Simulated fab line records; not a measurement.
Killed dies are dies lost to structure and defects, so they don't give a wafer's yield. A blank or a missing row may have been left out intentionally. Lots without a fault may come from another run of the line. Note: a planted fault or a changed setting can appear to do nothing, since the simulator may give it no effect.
Which tool is to blame?    flow rit cmos    Sampling: 14 lots, 42 wafers, 2 of 202 route steps

WHAT THE GAUGES READ, wafer by wafer
Not one reading of a measure or inspect step in the record can be checked against a usual standard deviation.

TOOL THAT RAN EACH LOT (tool first, then ch and the chambers of the sampled wafers, then the start)
lot   RIT_PSD_SOFTBAKE_02               RIT_M1_PROBE_99
L307  litho track-03 ch 0, day 3 07:16  -
L308  litho track-03 ch 0, day 3 19:04  -
L309  litho track-01 ch 0, day 3 19:26  -
L310  litho track-01 ch 0, day 4 04:41  -
L311  litho track-01 ch 0, day 4 09:28  -
L312  litho track-02 ch 0, day 4 14:13  -
L313  litho track-03 ch 0, day 4 19:51  -
L314  litho track-01 ch 0, day 4 23:58  -
L318  litho track-02 ch 0, day 5 17:22  -
L319  litho track-03 ch 0, day 5 21:55  prober-02, day 6 07:05
L320  litho track-02 ch 0, day 6 03:53  -
L322  litho track-01 ch 0, day 6 11:49  -
L327  litho track-03 ch 0, day 7 10:28  -
L329  litho track-03 ch 0, day 8 03:43  -
- RIT_PSD_SOFTBAKE_02: time 60 s.
- RIT_M1_PROBE_99

WHAT THE TOOLS THEMSELVES READ (means of the sampled wafers that have a number; where no wafer has one, the mark that the record gives instead)
RIT_PSD_SOFTBAKE_02.
lot   tool            heater power total W (W)  plate temp C (C)
L307  litho track-03  34.53                     89.92
L308  litho track-03  34.58                     90.08
L309  litho track-01  34.55                     90.12
L310  litho track-01  34.52                     90.00
L311  litho track-01  34.59                     90.00
L312  litho track-02  34.59                     89.86
L313  litho track-03  34.58                     90.04
L314  litho track-01  34.54                     89.85
L318  litho track-02  35.25                     91.50
L319  litho track-03  34.59                     89.99
L320  litho track-02  35.25                     91.31
L322  litho track-01  34.53                     89.84
L327  litho track-03  34.60                     90.02
L329  litho track-03  34.58                     89.92

RIT_M1_PROBE_99.
lot   tool       killed_at_M0_to_M3  killed at contacts  killed at front end  killed dies  killed open  killed short
L319  prober-02  0.0                 0.0                 7.7                  7.7          4.0          3.7

THE ANSWER, worked out from the rows above alone
Rule: the usual values come from the lots themselves. Put in order of their means at a reading, lots are off if they are a third of the lots or fewer, leave a main group of 4 or more, and stand apart from it by a gap of 3 or more times the standard deviation of the main group's means; of several such gaps the widest counts. A main group is skipped when, at the precision printed for the reading in the tables above, its means are all equal. Also off: a lot with no number at a reading for which 4 or more lots have one. The other lots that the step has rows for count as sound. First the gauges in route order, then the tools' own readings, where a lot's mean is used as printed above. The first step at which some lot is off is used, and at that step the reading that is off furthest; a lot without a number counts as furthest.
Off: L318, L320, at RIT_PSD_SOFTBAKE_02 (heater power total W). For the main group the mean is 34.56 W and the standard deviation 0.028.
A tool fits if, at that step or a process step before it, it ran every lot that is off, and no sound lot after the first of them. One fits: RIT_PSD_SOFTBAKE_02 on litho track-02. Its last sound lot is L312 (day 4 14:13), its first lot that is off L318 (day 5 17:22): a fault that began between those two fits.
The tool's own readings at RIT_PSD_SOFTBAKE_02 bear it out: on the lots that are off they differ by more than 5 times the standard deviation of the sound lots' means. heater power total W reads 35.25 W there against 34.56 W on the sound lots; plate temp C reads 91.41 C there against 89.97 C on the sound lots.

WHAT THE SIMULATOR HAD PUT IN
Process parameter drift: litho track-02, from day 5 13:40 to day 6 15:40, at RIT_PSD_SOFTBAKE_02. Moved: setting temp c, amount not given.
Lots struck among those shown: L318, L320. The rule above found the same.
